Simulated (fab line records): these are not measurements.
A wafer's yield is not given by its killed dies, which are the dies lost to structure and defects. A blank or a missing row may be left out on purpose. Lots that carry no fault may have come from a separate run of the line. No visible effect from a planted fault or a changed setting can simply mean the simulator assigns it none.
Which tool was responsible? / flow rit cmos / 15 lots with 45 wafers sampled at 4 steps, on a route of 202 steps

WHAT THE GAUGES READ, wafer by wafer
RIT_WELLDRIVE_RS_MEAS_01: measures by four-point-probe. Usual: NWELL_RS typically reads 275.9 ohm/sq, with standard deviation 0.9.
lot=L976; measured=day 2 11:08; on=film metro-01; NWELL_RS (ohm/sq)=275.7 275.1 275.9; flag=
lot=L977; measured=day 2 16:05; on=film metro-04; NWELL_RS (ohm/sq)=274.9 274.9 275.8; flag=
lot=L978; measured=day 2 19:51; on=film metro-01; NWELL_RS (ohm/sq)=274.6 274.6 274.6; flag=
lot=L979; measured=day 3 00:32; on=film metro-03; NWELL_RS (ohm/sq)=275.0 276.2 275.9; flag=
lot=L980; measured=day 3 05:39; on=film metro-01; NWELL_RS (ohm/sq)=276.2 276.9 277.5; flag=
lot=L981; measured=day 3 08:29; on=film metro-03; NWELL_RS (ohm/sq)=276.5 276.7 276.0; flag=
lot=L982; measured=day 3 15:57; on=film metro-03; NWELL_RS (ohm/sq)=276.1 276.8 275.9; flag=
lot=L983; measured=day 3 23:37; on=film metro-03; NWELL_RS (ohm/sq)=276.6 276.8 277.0; flag=
lot=L984; measured=day 4 05:14; on=film metro-01; NWELL_RS (ohm/sq)=274.9 274.8 275.8; flag=
lot=L985; measured=day 4 06:16; on=film metro-03; NWELL_RS (ohm/sq)=276.7 276.3 275.8; flag=
lot=L986; measured=day 4 10:22; on=film metro-04; NWELL_RS (ohm/sq)=275.5 274.9 275.5; flag=
lot=L989; measured=day 5 00:01; on=film metro-01; NWELL_RS (ohm/sq)=275.0 275.8 275.7; flag=
lot=L990; measured=day 5 06:10; on=film metro-01; NWELL_RS (ohm/sq)=274.1 274.5 274.8; flag=
lot=L992; measured=day 5 19:14; on=film metro-04; NWELL_RS (ohm/sq)=275.6 275.7 275.6; flag=
lot=L997; measured=day 6 13:52; on=film metro-03; NWELL_RS (ohm/sq)=276.8 276.4 277.4; flag=

RIT_PRETRO_TW_MEAS_10. Usual: PRETRO_TW typically reads 475, with standard deviation 5.2.
lot=L976; measured=day 2 14:49; on=film metro-04; PRETRO_TW=468 469 468; flag=
lot=L977; measured=day 2 19:34; on=film metro-04; PRETRO_TW=470 470 470; flag=
lot=L978; measured=day 2 23:20; on=film metro-04; PRETRO_TW=471 468 472; flag=
lot=L979; measured=day 3 04:04; on=film metro-04; PRETRO_TW=472 469 473; flag=
lot=L980; measured=day 3 08:55; on=film metro-04; PRETRO_TW=474 471 470; flag=
lot=L981; measured=day 3 11:53; on=film metro-02; PRETRO_TW=482 484 481; flag=
lot=L982; measured=day 3 19:34; on=film metro-01; PRETRO_TW=479 479 477; flag=
lot=L983; measured=day 4 03:07; on=film metro-01; PRETRO_TW=481 476 476; flag=
lot=L984; measured=day 4 08:46; on=film metro-01; PRETRO_TW=475 476 479; flag=
lot=L985; measured=day 4 10:05; on=film metro-04; PRETRO_TW=472 469 469; flag=
lot=L986; measured=day 4 13:50; on=film metro-02; PRETRO_TW=482 482 482; flag=
lot=L989; measured=day 5 03:25; on=film metro-01; PRETRO_TW=239 241 238 239 240 240; flag=OFF
lot=L990; measured=day 5 09:43; on=film metro-04; PRETRO_TW=233 237 233 233 236 233; flag=OFF
lot=L992; measured=day 5 22:38; on=film metro-01; PRETRO_TW=241 240 235 240 240 236; flag=OFF
lot=L997; measured=day 6 17:47; on=film metro-02; PRETRO_TW=481 481 482; flag=

RIT_FOX2_THK_MEAS_91. Usual: FIELD_OXIDE_LEFT_2_THK typically reads 253 nm, with standard deviation 6.4.
lot=L976; measured=day 2 15:17; on=film metro-01; FIELD_OXIDE_LEFT_2_THK (nm)=250 246 251; flag=
lot=L977; measured=day 2 20:02; on=film metro-02; FIELD_OXIDE_LEFT_2_THK (nm)=258 257 256; flag=
lot=L978; measured=day 2 23:49; on=film metro-02; FIELD_OXIDE_LEFT_2_THK (nm)=261 262 260; flag=
lot=L979; measured=day 3 04:34; on=film metro-03; FIELD_OXIDE_LEFT_2_THK (nm)=255 246 246; flag=
lot=L980; measured=day 3 09:38; on=film metro-03; FIELD_OXIDE_LEFT_2_THK (nm)=250 253 256; flag=
lot=L981; measured=day 3 12:24; on=film metro-02; FIELD_OXIDE_LEFT_2_THK (nm)=257 246 253; flag=
lot=L982; measured=day 3 20:03; on=film metro-03; FIELD_OXIDE_LEFT_2_THK (nm)=246 249 243; flag=
lot=L983; measured=day 4 03:35; on=film metro-01; FIELD_OXIDE_LEFT_2_THK (nm)=257 259 260; flag=
lot=L984; measured=day 4 09:19; on=film metro-03; FIELD_OXIDE_LEFT_2_THK (nm)=242 240 243; flag=
lot=L985; measured=day 4 10:37; on=film metro-01; FIELD_OXIDE_LEFT_2_THK (nm)=236 245 243; flag=
lot=L986; measured=day 4 14:23; on=film metro-02; FIELD_OXIDE_LEFT_2_THK (nm)=254 251 258; flag=
lot=L997; measured=day 6 18:19; on=film metro-01; FIELD_OXIDE_LEFT_2_THK (nm)=252 259 255; flag=

WHAT TOOL EACH LOT RAN ON (gives the tool, then ch and the chambers of the sampled wafers, and finally the start)
lot=L976; RIT_PRETRO_IMPLANT_08=implanter-04 ch 0, day 2 14:30
lot=L977; RIT_PRETRO_IMPLANT_08=implanter-01 ch 0, day 2 19:15
lot=L978; RIT_PRETRO_IMPLANT_08=implanter-02 ch 0, day 2 23:01
lot=L979; RIT_PRETRO_IMPLANT_08=implanter-02 ch 0, day 3 03:44
lot=L980; RIT_PRETRO_IMPLANT_08=implanter-01 ch 0, day 3 08:37
lot=L981; RIT_PRETRO_IMPLANT_08=implanter-01 ch 0, day 3 11:34
lot=L982; RIT_PRETRO_IMPLANT_08=implanter-01 ch 0, day 3 19:14
lot=L983; RIT_PRETRO_IMPLANT_08=implanter-01 ch 0, day 4 02:47
lot=L984; RIT_PRETRO_IMPLANT_08=implanter-02 ch 0, day 4 08:26
lot=L985; RIT_PRETRO_IMPLANT_08=implanter-04 ch 0, day 4 09:46
lot=L986; RIT_PRETRO_IMPLANT_08=implanter-01 ch 0, day 4 13:32
lot=L989; RIT_PRETRO_IMPLANT_08=implanter-01 ch 0, day 5 03:07
lot=L990; RIT_PRETRO_IMPLANT_08=implanter-01 ch 0, day 5 09:23
lot=L992; RIT_PRETRO_IMPLANT_08=implanter-01 ch 0, day 5 22:19
lot=L997; RIT_PRETRO_IMPLANT_08=implanter-02 ch 0, day 6 17:16
- RIT_PRETRO_IMPLANT_08

AS READ BY THE TOOLS THEMSELVES (means over the sampled wafers that have a number; for cases with no such wafer, the mark the record gives instead)
RIT_PRETRO_IMPLANT_08. Usual: dose ions cm2 1.1999e+13, standard deviation 1.1e+10; faraday current uA 38.0, standard deviation 0.72; tilt deg 6.998 degrees, standard deviation 0.019.
lot=L976; tool=implanter-04; dose ions cm2=1.2009e+13; faraday current uA=37.3; tilt deg (degrees)=6.964; flag=
lot=L977; tool=implanter-01; dose ions cm2=1.2015e+13; faraday current uA=38.3; tilt deg (degrees)=6.999; flag=
lot=L978; tool=implanter-02; dose ions cm2=1.2000e+13; faraday current uA=38.2; tilt deg (degrees)=7.004; flag=
lot=L979; tool=implanter-02; dose ions cm2=1.1999e+13; faraday current uA=38.6; tilt deg (degrees)=7.019; flag=
lot=L980; tool=implanter-01; dose ions cm2=1.1997e+13; faraday current uA=37.8; tilt deg (degrees)=7.015; flag=
lot=L981; tool=implanter-01; dose ions cm2=1.1986e+13; faraday current uA=38.1; tilt deg (degrees)=7.010; flag=
lot=L982; tool=implanter-01; dose ions cm2=1.1999e+13; faraday current uA=38.3; tilt deg (degrees)=6.993; flag=
lot=L983; tool=implanter-01; dose ions cm2=1.2012e+13; faraday current uA=38.3; tilt deg (degrees)=6.986; flag=
lot=L984; tool=implanter-02; dose ions cm2=1.2002e+13; faraday current uA=37.6; tilt deg (degrees)=7.021; flag=
lot=L985; tool=implanter-04; dose ions cm2=1.2002e+13; faraday current uA=38.4; tilt deg (degrees)=6.999; flag=
lot=L986; tool=implanter-01; dose ions cm2=1.1991e+13; faraday current uA=37.6; tilt deg (degrees)=6.989; flag=
lot=L989; tool=implanter-01; dose ions cm2=1.2093e+12; faraday current uA=3.8; tilt deg (degrees)=6.988; flag=OFF
lot=L990; tool=implanter-01; dose ions cm2=1.1987e+12; faraday current uA=3.8; tilt deg (degrees)=6.989; flag=OFF
lot=L992; tool=implanter-01; dose ions cm2=1.2023e+12; faraday current uA=3.8; tilt deg (degrees)=7.009; flag=OFF
lot=L997; tool=implanter-02; dose ions cm2=1.2000e+13; faraday current uA=37.6; tilt deg (degrees)=7.010; flag=

THE ANSWER, worked out from the rows above alone
Rule: a lot counts as off when the mean over its wafers that have a number is more than 3 standard deviations away from the usual mean. Also off: a lot with no number at a reading for which 4 or more lots have one. The other lots that the step has rows for count as sound. The gauges are gone through in route order, then the tools' own readings, and for those a lot's mean is taken as printed above. The first step at which some lot is off is used, and at that step the reading that is off furthest; a lot without a number counts as furthest.
Off: L989, L990, L992, at RIT_PRETRO_TW_MEAS_10 (PRETRO_TW).
A tool fits if, at a process step before that reading, it ran every lot that is off, and no sound lot after the first of them. Not tried: the gauges at RIT_PRETRO_TW_MEAS_10; whatever is off there is also off at RIT_PRETRO_IMPLANT_08, on other tools, and gauge error can't account for it. One fits: implanter-01 at RIT_PRETRO_IMPLANT_08. Its last sound lot is L986 (day 4 13:32), its first lot that is off L989 (day 5 03:07): a fault that began between those two fits.
The tool's own readings at RIT_PRETRO_IMPLANT_08 bear it out: on the lots that are off they differ by more than 5 times the standard deviation of the sound lots' means. dose ions cm2 reads 1.2034e+12 there against 1.2001e+13 on the sound lots; faraday current uA reads 3.8 there against 38.0 on the sound lots.

WHAT THE SIMULATOR HAD INSERTED
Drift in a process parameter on implanter-01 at RIT_PRETRO_IMPLANT_08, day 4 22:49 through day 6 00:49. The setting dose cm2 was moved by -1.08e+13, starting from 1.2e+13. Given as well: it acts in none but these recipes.
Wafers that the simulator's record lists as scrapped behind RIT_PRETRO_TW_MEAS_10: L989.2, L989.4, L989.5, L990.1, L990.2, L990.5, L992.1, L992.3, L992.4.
Struck lots among those shown: L989, L990, L992. The rule above reached the same finding.
